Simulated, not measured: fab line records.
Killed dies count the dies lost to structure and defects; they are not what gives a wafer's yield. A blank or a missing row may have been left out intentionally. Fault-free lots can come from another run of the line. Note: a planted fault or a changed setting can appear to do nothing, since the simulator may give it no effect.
Lot-split experiment -- flow berkeley-cmos170 -- 18 wafers read across 5 lots, on a route 331 steps long

THE SPLIT ITSELF
At UCB170_M3_COAT_10 (resist thk 900 nm), the setting resist-thk-nm was moved away from the recipe's 900 nm on 6 of the 18 wafers read, by +4.0% to +5.2%. This setting was run at the recipe's value on the other wafers.

Reading taken at the split's own step.

THE READING
KrF_of_M3_COAT_10.thk-nm (the simulator's own value, which no gauge read), in nm, at UCB170_M3_COAT_10 (resist thk 900 nm). No usual value for it is given in the file. Average 899.8 nm, standard deviation 2.8 nm, over the 12 wafers here run with the recipe.

wafer,"tool, chamber at the split","resist-thk-nm as run, nm",against the recipe,"KrF_of_M3_COAT_10.thk-nm, nm",against lot-mates on the recipe
L074.1,"litho-track-03, 0",935.7,+4.0%,934.6,+36.1
L074.3,"litho-track-03, 0",935.7,+4.0%,932.8,+34.3
L074.4,"litho-track-03, 0",900,recipe,897.5,-
L074.5,"litho-track-03, 0",900,recipe,899.4,-
L074.6,"litho-track-03, 0",935.7,+4.0%,934,+35.5
L076.2,"litho-track-01, 0",900,recipe,903.8,-
L076.3,"litho-track-01, 0",940,+4.4%,942.5,+38.7
L075.1,"litho-track-04, 0",947.1,+5.2%,946.7,+50.4
L075.3,"litho-track-04, 0",900,recipe,896.3,-
L075.5,"litho-track-04, 0",947.1,+5.2%,943.2,+46.9
L081.2,"litho-track-01, 0",900,recipe,904.1,-
L081.3,"litho-track-01, 0",900,recipe,904.4,-
L081.4,"litho-track-01, 0",900,recipe,899,-
L085.1,"litho-track-01, 0",900,recipe,897.3,-
L085.2,"litho-track-01, 0",900,recipe,899.3,-
L085.6,"litho-track-01, 0",900,recipe,899.3,-
L085.3,"litho-track-01, 0",900,recipe,900.2,-
L085.4,"litho-track-01, 0",900,recipe,896.5,-

THE FIT
A straight line over all 18 wafers: KrF_of_M3_COAT_10.thk-nm changes by +8.77 nm for each +1% of resist-thk-nm; r = +0.99; the points scatter about the line by 2.7 nm.
The same after taking each lot's own level away (the mean of its wafers on the recipe; 18 wafers): +9.06 nm for each +1%; r = +1.00; scatter 1.7 nm.
That fit puts the effect of the largest move of resist-thk-nm on the reading at 47 nm.
Measured against the standard deviation above, the lots' own levels, which go from 896.30 to 903.80 nm, span 2.7 times it.
The two slopes are in agreement: the lot-to-lot level therefore moves the slope only a little.
Check: with one of the wafers moved furthest among these (+5.2%) left out of the fit, the line predicts +46.5 nm for it against its lot-mates. It came out at +50.4 nm against them.

THESE WAFERS: OTHER SPLITS
Before the reading, these wafers also passed through other splits. Each is held against what the fit with the lots' levels taken away leaves over:
other split on the same wafers,wafers away from the commonest value,r with KrF_of_M3_COAT_10.thk-nm (lot level and that fit taken away)
UCB170_M3_SPUTTER_01 time-s,0,-

THE WHOLE CHAIN: every reading that the file lists as answering this split, in the file's order
step,what it does,reading,change (the file's fit),r (the file's)
UCB170_M3_COAT_10,resist thk 900 nm,"KrF_of_M3_COAT_10.thk-nm (the simulator's own value, which no gauge read)",+9.02 nm for each +1% of the setting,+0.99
UCB170_M3_METAL_ETCH_18,"etches Al in Cl2/BCl3, stops on SiO2, target depth 1170 nm, time 195 s","KrF_of_M3_COAT_10.thk-nm (the simulator's own value, which no gauge read)","+8.51 nm for each +1% of the setting, in a fit together with icp-w@M3_METAL_ETCH_18",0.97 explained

FILE'S OWN FIT
KrF_of_M3_COAT_10.thk-nm changes by +9.02 nm for each +1% of resist-thk-nm, r = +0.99.
